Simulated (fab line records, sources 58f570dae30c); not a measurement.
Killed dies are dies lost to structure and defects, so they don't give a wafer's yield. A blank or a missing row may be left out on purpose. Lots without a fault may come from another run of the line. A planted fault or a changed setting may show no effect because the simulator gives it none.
Split-lot experiment | flow berkeley_cmos170 | 5 lots, 23 wafers read, on a route of 331 steps

THE SPLIT
At UCB170_NLDD_COAT_01 (resist thk 900 nm), the setting resist_thk_nm was moved away from the recipe's 900 nm on 8 of the 23 wafers read, by -5.3% to +5.1%. The other wafers ran this setting at the recipe's value.

FROM THE SPLIT TO THE READING: what the file shows between them, 4 steps
- UCB170_NLDD_SOFTBAKE_02: time 60 s
- UCB170_NLDD_EXPOSE_03: exposes mask NSELECT, target cd 1200 nm
- UCB170_NLDD_PEB_04
- UCB170_NLDD_DEVELOP_05: develop time 45 s

THE READING
cd_nm, in nm, at UCB170_NLDD_CD_MEAS_06 (target cd 1200 nm). Fault-free wafers of this fab line usually give 1200.1 nm, standard deviation 1.1 nm.

wafer  | tool, chamber at the split | resist_thk_nm as run, nm | against the recipe | cd_nm, nm | against lot-mates on the recipe
L075.1 | litho_track-03, 0          | 945.5                    | +5.1%              | 1196.9    | -1.9
L075.2 | litho_track-03, 0          | 900                      | recipe             | 1198.3    | -
L075.3 | litho_track-03, 0          | 945.5                    | +5.1%              | 1196.2    | -2.6
L075.5 | litho_track-03, 0          | 900                      | recipe             | 1200.0    | -
L075.6 | litho_track-03, 0          | 900                      | recipe             | 1198.1    | -
L074.1 | litho_track-02, 0          | 900                      | recipe             | 1200.7    | -
L074.3 | litho_track-02, 0          | 900                      | recipe             | 1200.3    | -
L074.6 | litho_track-02, 0          | 900                      | recipe             | 1199.3    | -
L080.1 | litho_track-04, 0          | 900                      | recipe             | 1199.4    | -
L080.2 | litho_track-04, 0          | 900                      | recipe             | 1200.4    | -
L080.3 | litho_track-04, 0          | 900                      | recipe             | 1200.1    | -
L080.4 | litho_track-04, 0          | 900                      | recipe             | 1201.4    | -
L080.6 | litho_track-04, 0          | 900                      | recipe             | 1199.3    | -
L081.1 | litho_track-02, 0          | 935.9                    | +4.0%              | 1198.5    | -2.2
L081.2 | litho_track-02, 0          | 900                      | recipe             | 1200.1    | -
L081.3 | litho_track-02, 0          | 935.9                    | +4.0%              | 1198.9    | -1.8
L081.4 | litho_track-02, 0          | 935.9                    | +4.0%              | 1197.9    | -2.8
L081.5 | litho_track-02, 0          | 900                      | recipe             | 1201.3    | -
L082.1 | litho_track-02, 0          | 852.5                    | -5.3%              | 1203.9    | +3.5
L082.2 | litho_track-02, 0          | 900                      | recipe             | 1200.4    | -
L082.3 | litho_track-02, 0          | 900                      | recipe             | 1200.4    | -
L082.4 | litho_track-02, 0          | 852.5                    | -5.3%              | 1202.9    | +2.5
L082.6 | litho_track-02, 0          | 852.5                    | -5.3%              | 1203.5    | +3.1

THE FIT
A straight line over all 23 wafers: cd_nm changes by -0.595 nm for each +1% of resist_thk_nm; r = -0.89; the points scatter about the line by 0.88 nm.
The same after taking each lot's own level away (the mean of its wafers on the recipe; 23 wafers): -0.538 nm for each +1%; r = -0.93; scatter 0.64 nm.
On that fit, the largest move of resist_thk_nm shifts the reading by 2.8 nm.
The lots' own levels span 1198.80 to 1200.70 nm, that is 1.7 times the standard deviation above.
So the lot-to-lot level changes the slope: the two fits differ.
Check: with one of the wafers moved furthest among these (-5.3%) left out of the fit, the line predicts +2.73 nm for it against its lot-mates. It came out at +3.5 nm against them.

OTHER SPLITS ON THESE WAFERS
These wafers also went through other splits before the reading. Each is held against what the fit with the lots' levels taken away leaves over:
other split on the same wafers         | wafers away from the commonest value | r with cd_nm (lot level and that fit taken away)
UCB170_START_OXIDATION_02 ox_time_s    | 18                                   | +0.02
UCB170_ACTIVE_CVD_05 nh3_flow_sccm     | 18                                   | +0.12
UCB170_ACTIVE_COAT_08 resist_thk_nm    | 8                                    | -0.06
UCB170_ACTIVE_STRIP_16 power_w         | 8                                    | -0.10
UCB170_SCREENOX_OXIDATION_01 ox_time_s | 15                                   | +0.00

THE WHOLE CHAIN: every reading that the file lists as answering this split, in the file's order
step                   | what it does      | reading                                                                     | change (the file's fit)               | r (the file's)
UCB170_NLDD_COAT_01    | resist thk 900 nm | KrF_of_NLDD_COAT_01.thk_nm (the simulator's own value, which no gauge read) | +9.25 nm for each +1% of the setting  | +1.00
UCB170_NLDD_CD_MEAS_06 | target cd 1200 nm | cd_nm                                                                       | -0.526 nm for each +1% of the setting | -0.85
UCB170_NLDD_STRIP_10   | strips in O2      | strip_time_to_endpoint_s                                                    | withheld for each +1% of the setting  | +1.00

THE FILE'S OWN FIT
cd_nm changes by -0.526 nm for each +1% of resist_thk_nm, r = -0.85.
